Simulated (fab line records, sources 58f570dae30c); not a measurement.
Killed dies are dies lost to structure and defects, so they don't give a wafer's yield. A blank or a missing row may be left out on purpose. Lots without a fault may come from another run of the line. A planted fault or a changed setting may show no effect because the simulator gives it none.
A struck lot beside a sound one | flow berkeley_cmos170 | 17 steps out of a route of 331
Sound: wafers L834.2, L834.3, L834.4. Struck: wafers L838.3, L838.4, L838.5. The cause comes at the end.
At each step with rows: each side's tool, then ch and its chambers, then its first start. Under that, the readings that differ: sound wafers | struck wafers | difference of the means | sigmas: that difference in standard deviations of wafers without a fault.
alike: readings whose means differ by less than 2 such deviations, and words and numbers that are the same on both sides. not compared: withheld readings, readings that some wafer has no value for, bounds like >300 that may hide the same value, and numbers for which the record gives no deviation and whose values overlap.
The two part at a step that has a row with sigmas, a row that says differs or no value, or rows on one side only. Numbers that don't overlap but have no deviation are shown without sigmas and don't part them. A reading that every wafer of one side lacks parts them only if that side has two wafers or more.

UCB170_ACTIVE_OVL_MEAS_14:
  sound on overlay-02, day 5 02:18; struck on overlay-02, day 6 08:08
  alike: ACTIVE_OVL
UCB170_ACTIVE_ETCH_15: etches Si3N4 in CH3F/Ar/O2, stops on SiO2, target depth 242 nm, time 151 s.
  sound on rie_diel-01 ch 0,1,2, day 5 02:20; struck on rie_diel-02 ch 2,3, day 6 08:10
  alike: drypump_motor_current_A, oes_product_au, throttle_valve_pct
  not compared: rf_hours_counter_h
UCB170_ACTIVE_STRIP_16: strips in O2.
  sound on plasma_asher-01 ch 0,1, day 5 02:26; struck on plasma_asher-01 ch 0,1, day 6 08:17
  alike: drypump_motor_current_A, oes_product_au, strip_time_to_endpoint_s
  not compared: rf_hours_counter_h
UCB170_ACTIVE_CD_MEAS_90: target cd 1200 nm.
  sound on cd_sem-01, day 5 02:33; struck on cd_sem-01, day 6 08:24
  alike: cd_nm
then, 7 steps without rows for these wafers: UCB170_ACTIVE_CLEAN_17 (cleans in SPM, time 600 s); UCB170_PFIELD_HMDS_00 (prime time 60 s); UCB170_PFIELD_COAT_01 (resist thk 900 nm); UCB170_PFIELD_SOFTBAKE_02 (time 60 s); UCB170_PFIELD_EXPOSE_03 (exposes mask PFIELD, target cd 1500 nm); UCB170_PFIELD_PEB_04; UCB170_PFIELD_DEVELOP_05 (develop time 45 s).
UCB170_PFIELD_OVL_MEAS_06:
  sound on overlay-02, day 5 03:56; struck on overlay-02, day 6 12:05
  alike: PFIELD_OVL
UCB170_PFIELD_IMPLANT_07:
  sound on implanter-02 ch 0, day 5 03:59; struck on implanter-03 ch 0, day 6 12:10
  reading                   | sound             | struck            | difference | sigmas
  implant_ion_amu           | 11 11 11          | 49 49 49          | +38        |
  model.implant.rp_nm (nm)  | 263.5 263.5 263.5 | 57.95 57.95 57.95 | -205.55    |
  model.implant.drp_nm (nm) | 74.86 74.86 74.86 | 26.26 26.26 26.26 | -48.60     |
UCB170_PFIELD_STRIP_08: strips in O2.
  sound on plasma_asher-02 ch 0,1, day 5 04:07; struck on plasma_asher-02 ch 0,1, day 6 12:17
  alike: drypump_motor_current_A, oes_product_au, strip_time_to_endpoint_s
  not compared: rf_hours_counter_h
UCB170_PFIELD_TW_MEAS_09:
  sound on film_metro-03, day 5 04:13; struck on film_metro-02, day 6 12:23
  reading   | sound       | struck         | difference | sigmas
  PFIELD_TW | 609 612 608 | 1076 1067 1070 | +461       | +99 or more
then, 1 step without rows for these wafers: UCB170_FIELD_CLEAN_00 (cleans in dHF, time 7.5 s).
-- the record jumps here: 4 days lie between the struck wafers' starts before and after (it left off in module FIELD and takes up again in module M3, whose first step shown is number 331 of the route) --
UCB170_M3_PROBE_99:
  the record has rows for the struck wafers here (prober-01, day 10 10:34) and none for the sound ones

WHERE THEY PART
First at UCB170_PFIELD_TW_MEAS_09; last, within this record, at UCB170_M3_PROBE_99.

WHY: what the simulator had put in
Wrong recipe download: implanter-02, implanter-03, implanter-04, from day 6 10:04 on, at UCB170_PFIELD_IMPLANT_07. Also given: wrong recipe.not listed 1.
